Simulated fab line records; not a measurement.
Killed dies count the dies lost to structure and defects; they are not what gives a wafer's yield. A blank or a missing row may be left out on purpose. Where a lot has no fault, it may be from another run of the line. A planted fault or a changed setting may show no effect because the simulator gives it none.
What tool caused it? | flow berkeley_cmos170 | Sampling: 24 lots, 72 wafers, 5 of 331 route steps

WHAT THE GAUGES SHOWED, per wafer
UCB170_START_BOW_MEAS_00. Usual: INCOMING_BOW 0 um, standard deviation 5.5.
lot  | measured    | on            | INCOMING_BOW (um) | flag
L074 | day 1 10:01 | film_metro-01 | -6 -5 1           |
L075 | day 1 15:01 | film_metro-03 | -8 1 -2           |
L076 | day 1 20:01 | film_metro-02 | 1 -11 3           |
L077 | day 2 01:01 | film_metro-02 | 4 -2 -1           |
L078 | day 2 06:01 | film_metro-02 | 3 8 9             |
L079 | day 2 11:00 | film_metro-02 | -2 -1 2           |
L080 | day 2 16:00 | film_metro-03 | -3 -3 7           |
L081 | day 2 21:00 | film_metro-03 | -3 -6 -3          |
L082 | day 3 02:00 | film_metro-01 | -3 -6 -8          |
L083 | day 3 07:01 | film_metro-01 | -7 8 -4           |
L084 | day 3 12:00 | film_metro-02 | -6 3 5            |
L085 | day 3 17:00 | film_metro-02 | 2 10 3            |
L086 | day 3 22:01 | film_metro-01 | -5 -3 -2          |
L087 | day 4 03:01 | film_metro-01 | 2 1 0             |
L088 | day 4 08:00 | film_metro-03 | 1 -5 5            |
L089 | day 4 13:01 | film_metro-03 | 10 -9 -5          |
L090 | day 4 18:02 | film_metro-03 | -4 -3 -3          |
L091 | day 4 23:00 | film_metro-03 | -1 -1 -10         |
L092 | day 5 04:04 | film_metro-01 | 5 -2 -1           |
L093 | day 5 09:01 | film_metro-01 | -2 1 3            |
L094 | day 5 14:00 | film_metro-02 | 6 -5 -5           |
L095 | day 5 19:00 | film_metro-01 | 13 -7 -1          |
L096 | day 6 00:00 | film_metro-03 | -6 -1 4           |
L097 | day 6 05:00 | film_metro-01 | -3 -5 -2          |

UCB170_PFIELD_TW_MEAS_09. Usual: PFIELD_TW 599.3, standard deviation 2.4.
lot  | measured    | on            | PFIELD_TW         | flag
L074 | day 4 15:54 | film_metro-04 | 601.1 598.6 601.7 |
L075 | day 4 16:01 | film_metro-01 | 596.1 599.4 595.8 |
L076 | day 4 16:44 | film_metro-02 | 600.5 600.6 598.5 |
L077 | day 4 20:31 | film_metro-01 | 599.7 600.9 598.5 |
L078 | day 5 03:16 | film_metro-02 | 601.3 601.5 599.8 |
L079 | day 5 02:59 | film_metro-04 | 596.9 596.4 596.0 |
L080 | day 5 14:28 | film_metro-04 | 597.7 596.6 602.7 |
L081 | day 5 14:11 | film_metro-04 | 599.0 597.5 596.8 |
L082 | day 6 04:41 | film_metro-02 | 598.6 599.8 602.2 |
L083 | day 6 05:28 | film_metro-01 | 601.7 602.0 599.5 |
L084 | day 6 09:41 | film_metro-02 | 597.3 599.8 598.7 |
L085 | day 6 12:06 | film_metro-02 | 601.2 600.4 600.0 |
L086 | day 6 10:05 | film_metro-04 | 599.1 597.4 596.7 |
L087 | day 6 11:50 | film_metro-04 | 600.8 599.2 596.6 |
L088 | day 7 07:44 | film_metro-02 | 596.2 603.7 602.0 |
L089 | day 7 08:42 | film_metro-02 | 597.6 602.8 602.9 |
L090 | day 7 08:56 | film_metro-02 | 603.4 601.6 599.8 |
L091 | day 7 15:47 | film_metro-02 | 600.8 597.7 597.7 |
L092 | day 8 03:25 | film_metro-01 | 597.2 599.9 600.2 |
L093 | day 8 03:08 | film_metro-01 | 598.4 598.8 595.9 |
L094 | day 8 09:39 | film_metro-04 | 599.6 597.6 598.9 |
L095 | day 8 23:36 | film_metro-04 | 598.1 597.8 596.2 |
L096 | day 8 14:36 | film_metro-02 | 597.7 600.5 598.0 |
L097 | day 8 23:58 | film_metro-01 | 599.2 596.4 601.1 |

UCB170_SDANNEAL_RS_MEAS_03: uses a four-point probe to measure. Usual: NSD_RS 37.30 ohm/sq, standard deviation 0.078.
lot  | measured     | on            | NSD_RS (ohm/sq)   | flag
L074 | day 6 19:58  | film_metro-03 | 37.25 37.26 37.36 |
L075 | day 6 21:01  | film_metro-02 | 37.28 37.24 37.23 |
L076 | day 6 20:23  | film_metro-02 | 37.22 37.18 37.30 |
L077 | day 6 20:44  | film_metro-03 | 37.25 37.29 37.23 |
L078 | day 7 05:07  | film_metro-02 | 37.33 37.19 37.30 |
L079 | day 7 04:52  | film_metro-01 | 37.45 37.44 37.44 |
L080 | day 7 19:02  | film_metro-03 | 37.32 37.27 37.33 |
L081 | day 7 18:29  | film_metro-01 | 37.33 37.33 37.25 |
L082 | day 8 11:44  | film_metro-01 | 37.23 37.26 37.36 |
L083 | day 8 10:47  | film_metro-02 | 37.44 37.31 37.32 |
L084 | day 8 11:47  | film_metro-03 | 37.38 37.31 37.39 |
L085 | day 8 11:17  | film_metro-03 | 37.11 37.23 37.29 |
L086 | day 8 11:05  | film_metro-01 | 37.41 37.37 37.44 |
L087 | day 8 11:19  | film_metro-02 | 37.27 37.18 37.21 |
L088 | day 9 09:22  | film_metro-01 | 37.22 37.23 37.35 |
L089 | day 9 09:53  | film_metro-03 | 37.30 37.31 37.39 |
L090 | day 9 09:26  | film_metro-03 | 37.25 37.25 37.20 |
L091 | day 9 20:34  | film_metro-01 | 37.28 37.37 37.30 |
L092 | day 10 14:59 | film_metro-03 | 37.23 37.30 37.26 |
L093 | day 10 14:56 | film_metro-01 | 37.36 37.41 37.36 |
L094 | day 11 06:52 | film_metro-03 | 37.39 37.35 37.25 |
L095 | day 11 14:36 | film_metro-01 | 37.38 37.34 37.42 |
L096 | day 11 06:52 | film_metro-02 | 37.34 37.31 37.27 |
L097 | day 11 14:36 | film_metro-02 | 37.31 37.25 37.23 |

UCB170_M1_CD_MEAS_09: target cd 700 nm. Usual: cd_nm at 699.5 nm, with a standard deviation of 1.3.
lot  | measured     | on        | cd_nm (nm)        | flag
L074 | day 7 02:43  | cd_sem-02 | 699.9 701.5 700.1 |
L075 | day 7 04:22  | cd_sem-02 | 698.4 698.5 699.6 |
L076 | day 7 04:01  | cd_sem-02 | 700.0 700.2 698.4 |
L077 | day 7 04:58  | cd_sem-02 | 701.8 701.2 699.6 |
L078 | day 7 14:10  | cd_sem-02 | 701.4 701.6 700.7 |
L079 | day 7 12:58  | cd_sem-02 | 699.5 699.7 699.9 |
L080 | day 8 08:37  | cd_sem-01 | 698.7 700.0 700.8 |
L081 | day 8 02:10  | cd_sem-01 | 699.2 697.0 698.7 |
L082 | day 8 20:58  | cd_sem-01 | 696.3 696.5 697.9 |
L083 | day 8 17:46  | cd_sem-02 | 699.4 700.1 701.2 |
L084 | day 8 21:05  | cd_sem-01 | 699.6 698.6 700.1 |
L085 | day 8 20:32  | cd_sem-02 | 699.5 698.8 700.3 |
L086 | day 8 20:16  | cd_sem-01 | 698.5 699.1 699.6 |
L087 | day 8 20:37  | cd_sem-01 | 699.9 698.9 700.6 |
L088 | day 9 16:05  | cd_sem-01 | 697.9 697.4 697.5 |
L089 | day 9 18:19  | cd_sem-02 | 698.6 700.1 698.8 |
L090 | day 9 16:40  | cd_sem-01 | 698.3 698.8 698.2 |
L091 | day 10 03:28 | cd_sem-01 | 700.7 701.7 700.4 |
L092 | day 11 00:50 | cd_sem-01 | 700.5 699.8 699.6 |
L093 | day 11 00:49 | cd_sem-02 | 700.9 701.2 701.7 |
L094 | day 11 17:43 | cd_sem-02 | 700.4 699.5 699.5 |
L095 | day 12 03:52 | cd_sem-02 | 700.0 700.1 700.3 |
L096 | day 11 17:40 | cd_sem-01 | 696.3 698.1 696.8 |
L097 | day 11 22:10 | cd_sem-01 | 698.4 698.7 699.1 |

EACH LOT AND THE TOOL THAT RAN IT (in order: tool; ch and the chambers of the sampled wafers; start)
lot  | UCB170_ZERO_STRIP_07
L074 | plasma_asher-01 ch 0,1, day 2 00:03
L075 | plasma_asher-01 ch 0, day 2 03:58
L076 | plasma_asher-02 ch 0,1, day 2 04:14
L077 | plasma_asher-04 ch 0,1, day 2 11:43
L078 | plasma_asher-02 ch 0,1, day 2 18:10
L079 | plasma_asher-04 ch 0,1, day 2 22:22
L080 | plasma_asher-04 ch 0,1, day 3 02:21
L081 | plasma_asher-04 ch 0,1, day 3 05:02
L082 | plasma_asher-01 ch 0,1, day 3 13:15
L083 | plasma_asher-02 ch 0,1, day 3 15:02
L084 | plasma_asher-04 ch 0,1, day 3 21:22
L085 | plasma_asher-04 ch 0,1, day 4 04:44
L086 | plasma_asher-01 ch 0,1, day 4 05:05
L087 | plasma_asher-01 ch 0,1, day 4 08:37
L088 | plasma_asher-02 ch 0,1, day 4 17:40
L089 | plasma_asher-02 ch 0,1, day 4 21:35
L090 | plasma_asher-04 ch 0,1, day 5 01:42
L091 | plasma_asher-01 ch 0,1, day 5 11:00
L092 | plasma_asher-01 ch 0,1, day 5 12:57
L093 | plasma_asher-01 ch 0,1, day 5 15:00
L094 | plasma_asher-01 ch 0,1, day 5 20:41
L095 | plasma_asher-04 ch 0, day 6 05:29
L096 | plasma_asher-02 ch 0,1, day 6 06:41
L097 | plasma_asher-01 ch 0,1, day 6 12:07
- UCB170_ZERO_STRIP_07: strips in O2.

WHAT THE TOOLS THEMSELVES READ (means of the sampled wafers that have a number; where no wafer has one, the mark that the record gives instead)
UCB170_ZERO_STRIP_07. Usual: chamber_pressure_mTorr 3500 mTorr, standard deviation 3.2; drypump_motor_current_A 5.82 A, standard deviation 0.26; oes_product_au 0.727 a.u., standard deviation 0.0045; strip_time_to_endpoint_s 21.52 s, standard deviation 0.069.
lot  | tool            | chamber_pressure_mTorr (mTorr) | drypump_motor_current_A (A) | oes_product_au (a.u.) | strip_time_to_endpoint_s (s) | flag
L074 | plasma_asher-01 | 3502                           | 5.52                        | 0.730                 | 21.47                        |
L075 | plasma_asher-01 | 3500                           | 5.52                        | 0.724                 | 21.54                        |
L076 | plasma_asher-02 | 3499                           | 6.02                        | 0.727                 | 21.44                        |
L077 | plasma_asher-04 | 3498                           | 6.08                        | 0.734                 | 21.54                        |
L078 | plasma_asher-02 | 3496                           | 5.96                        | 0.723                 | 21.54                        |
L079 | plasma_asher-04 | 3496                           | 5.94                        | 0.726                 | 21.54                        |
L080 | plasma_asher-04 | 3501                           | 6.07                        | 0.725                 | 21.47                        |
L081 | plasma_asher-04 | 3500                           | 5.94                        | 0.726                 | 21.59                        |
L082 | plasma_asher-01 | 3498                           | 5.56                        | 0.729                 | 21.49                        |
L083 | plasma_asher-02 | 3501                           | 5.99                        | 0.728                 | 21.57                        |
L084 | plasma_asher-04 | 3502                           | 6.07                        | 0.726                 | 21.56                        |
L085 | plasma_asher-04 | 3499                           | 6.08                        | 0.727                 | 21.52                        |
L086 | plasma_asher-01 | 3499                           | 5.56                        | 0.727                 | 21.57                        |
L087 | plasma_asher-01 | 3498                           | 5.56                        | 0.726                 | 21.68                        |
L088 | plasma_asher-02 | 3499                           | 6.02                        | 0.722                 | 21.49                        |
L089 | plasma_asher-02 | 3503                           | 6.03                        | 0.723                 | 21.46                        |
L090 | plasma_asher-04 | 3502                           | 5.96                        | 0.729                 | 21.56                        |
L091 | plasma_asher-01 | 3498                           | 5.57                        | 0.724                 | 21.59                        |
L092 | plasma_asher-01 | 3499                           | 5.54                        | 0.729                 | 21.41                        |
L093 | plasma_asher-01 | 3501                           | 5.56                        | 0.727                 | 21.59                        |
L094 | plasma_asher-01 | 3498                           | 5.57                        | 0.722                 | 21.53                        |
L095 | plasma_asher-04 | 3498                           | 5.81                        | 0.727                 | 21.51                        |
L096 | plasma_asher-02 | 3500                           | 5.97                        | 0.724                 | 21.47                        |
L097 | plasma_asher-01 | 3504                           | 5.53                        | 0.730                 | 21.46                        |

THE ANSWER, worked out from the rows above alone
Rule: take the mean of a lot's wafers that have a number; if it is more than 3 standard deviations from the usual mean, the lot is off. Also off: a lot with no number at a reading for which 4 or more lots have one. All remaining lots with rows at the step are treated as sound. The gauges are gone through in route order, then the tools' own readings, and for those a lot's mean is taken as printed above. At the first step where some lot is off, the reading lying furthest off is the one used; lots without a number count as furthest.
Across all readings shown, no lot is off: no conclusion can be drawn from this.

WHAT HAD BEEN PUT IN BY THE SIMULATOR
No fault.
